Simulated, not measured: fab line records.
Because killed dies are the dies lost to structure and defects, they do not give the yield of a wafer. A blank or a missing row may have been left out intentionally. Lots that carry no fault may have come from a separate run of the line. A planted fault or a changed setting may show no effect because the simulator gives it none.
Comparing a struck lot with a sound one + flow rit cmos + 21 out of 202 route steps
Sound: these wafers, L675.1, L675.3, L675.6. Struck: wafers L679.3, L679.4, L679.5. The cause comes at the end.
Per side, at each step with rows, come the tool, then ch with its chambers, and then its first start. Under that, the readings that differ: sound wafers + struck wafers + difference of the means + sigmas: that difference in standard deviations of wafers without a fault.
alike: words and numbers the same on both sides, and readings whose means are apart by under 2 such deviations; not compared: readings that were withheld, readings missing a value for some wafer, numbers with overlapping values and no deviation given by the record, and bounds like >300 which may hide the same value.
Wherever a step has rows on one side only, a row that says differs or no value, or a row with sigmas, the two part there. When numbers do not overlap yet have no deviation, they are printed without sigmas and do not part them. A reading missing from all wafers of one side parts the sides only when that side holds two or more wafers.

first, 1 step without rows for these wafers: RIT_SILICIDE_WET_ETCH_00 (etches SiO2 in BOE, target depth 14 nm, time 15 s).
RIT_SILICIDE_SPUTTER_01: material Ti, target thk 30 nm, time 240 s.
  sound on pvd sputter-01, day 5 03:54; struck on pvd sputter-01, day 5 23:32
  alike: throttle valve pct
RIT_SILICIDE_RS_MEAS_02: measurement is done with a four-point probe.
  sound on film metro-03, day 5 04:03; struck on film metro-03, day 5 23:44
  alike: SILICIDE_TI_RS
RIT_SILICIDE_THK_MEAS_03: measures by xrf.
  sound on film metro-03, day 5 04:10; struck on film metro-03, day 5 23:50
  alike: SILICIDE_TI_THK
RIT_SILICIDE_RTA_04: time 10 s, ramp up 5 s, ramp down 5 s.
  sound on rtp anneal-02 ch 0, day 5 04:14; struck on rtp anneal-02 ch 0, day 5 23:53
| reading        | sound             | struck            | difference | sigmas |
|----------------|-------------------|-------------------|------------|--------|
| chamber o2 ppm | 1.981 1.992 1.999 | 2.013 2.037 2.042 | +0.040     | +2     |
  alike: wafer_temp_C_max
then, 1 step without rows for these wafers: RIT_SILICIDE_WET_ETCH_05 (etches Ti in SPM, time 120 s).
RIT_SILICIDE_RTA_06: time 10 s, ramp up 5 s, ramp down 10 s.
  sound on rtp anneal-02 ch 0, day 5 04:20; struck on rtp anneal-02 ch 0, day 6 00:00
  alike: chamber o2 ppm, wafer_temp_C_max
RIT_CONTACT_CVD_00: deposits SiO2 from TEOS, target thk 400 nm, time 61 s.
  sound on pecvd-04 ch 0,1,2, day 5 04:25; struck on pecvd-02 ch 0,2, day 6 00:03
  alike: heater power w
RIT_CONTACT_THK_MEAS_01:
  sound on film metro-04, day 5 04:28; struck on film metro-03, day 6 00:07
  alike: CONTACT_TEOS_THK
then, 3 steps without rows for these wafers: RIT_CONTACT_HMDS_02 (prime time 60 s); RIT_CONTACT_COAT_03 (resist thk 1000 nm); RIT_CONTACT_SOFTBAKE_04 (time 60 s).
RIT_CONTACT_EXPOSE_05: exposes mask M11, target cd 1000 nm.
  sound on iline stepper-01 ch 0, day 5 05:01; struck on iline stepper-01 ch 0, day 6 00:46
| reading              | sound                | struck               | difference | sigmas |
|----------------------|----------------------|----------------------|------------|--------|
| exposure dose mJ cm2 | 250.40 250.38 250.42 | 261.23 261.66 261.40 | +11.03     | +41    |
  alike: mask
then, 2 steps without rows for these wafers: RIT_CONTACT_PEB_06; RIT_CONTACT_DEVELOP_07 (develop time 120 s).
RIT_CONTACT_CD_MEAS_08 targets a cd of 1000 nm.
  sound on cd sem-02, day 5 05:32; struck on cd sem-02, day 6 01:32
| reading    | sound              | struck               | difference | sigmas |
|------------|--------------------|----------------------|------------|--------|
| cd nm (nm) | 999.0 1000.8 999.3 | 1009.5 1009.8 1007.6 | +9.3       | +5     |
RIT_CONTACT_OVL_MEAS_09:
  sound on overlay-01, day 5 05:40; struck on overlay-02, day 6 01:38
  alike: CONTACT_OVL
then, 1 step without rows for these wafers: RIT_CONTACT_HARDBAKE_10 (time 60 s).
RIT_CONTACT_ETCH_11: etches SiO2 in CHF3/CF4/Ar, stops on TiSi2, target depth 480 nm, time 320 s.
  sound on rie diel-03 ch 0,1,2, day 5 05:50; struck on rie diel-04 ch 1,2,3, day 6 01:48
| reading                  | sound            | struck         | difference | sigmas |
|--------------------------|------------------|----------------|------------|--------|
| model.CONTACT.cd nm (nm) | 999.3 1001 999.5 | 1010 1010 1008 | +9         |        |
  alike: drypump motor current A, oes product au, throttle valve pct
  not compared: rf hours counter h
RIT_CONTACT_STRIP_12: strips in O2, time 180 s.
  sound on plasma asher-02 ch 0,1, day 5 06:02; struck on plasma asher-03 ch 0,1, day 6 02:04
  alike: drypump motor current A
  not compared: rf hours counter h
RIT_M1_PROBE_99:
  sound on prober-01, day 5 10:57; struck on prober-02, day 6 07:05
| reading                                    | sound             | struck            | difference | sigmas |
|--------------------------------------------|-------------------|-------------------|------------|--------|
| model.etest.contact to gate.bv left v (V)  | 91.39 89.99 93.23 | 86.45 85.92 87.11 | -5.04      |        |
| model.etest.contact to gate.bv right v (V) | 92.69 90.62 91.99 | 87.94 87.7 88.52  | -3.71      |        |
  alike: killed at contacts, killed at front end, killed dies, killed open, killed short

## WHERE THEY PART
At RIT_SILICIDE_RTA_04 first; at RIT_CONTACT_CD_MEAS_08 last (within this record only). Later steps at which nothing parts them and some readings are alike: RIT_CONTACT_OVL_MEAS_09, RIT_CONTACT_ETCH_11, RIT_CONTACT_STRIP_12, RIT_M1_PROBE_99.

WHY: what had been put in by the simulator
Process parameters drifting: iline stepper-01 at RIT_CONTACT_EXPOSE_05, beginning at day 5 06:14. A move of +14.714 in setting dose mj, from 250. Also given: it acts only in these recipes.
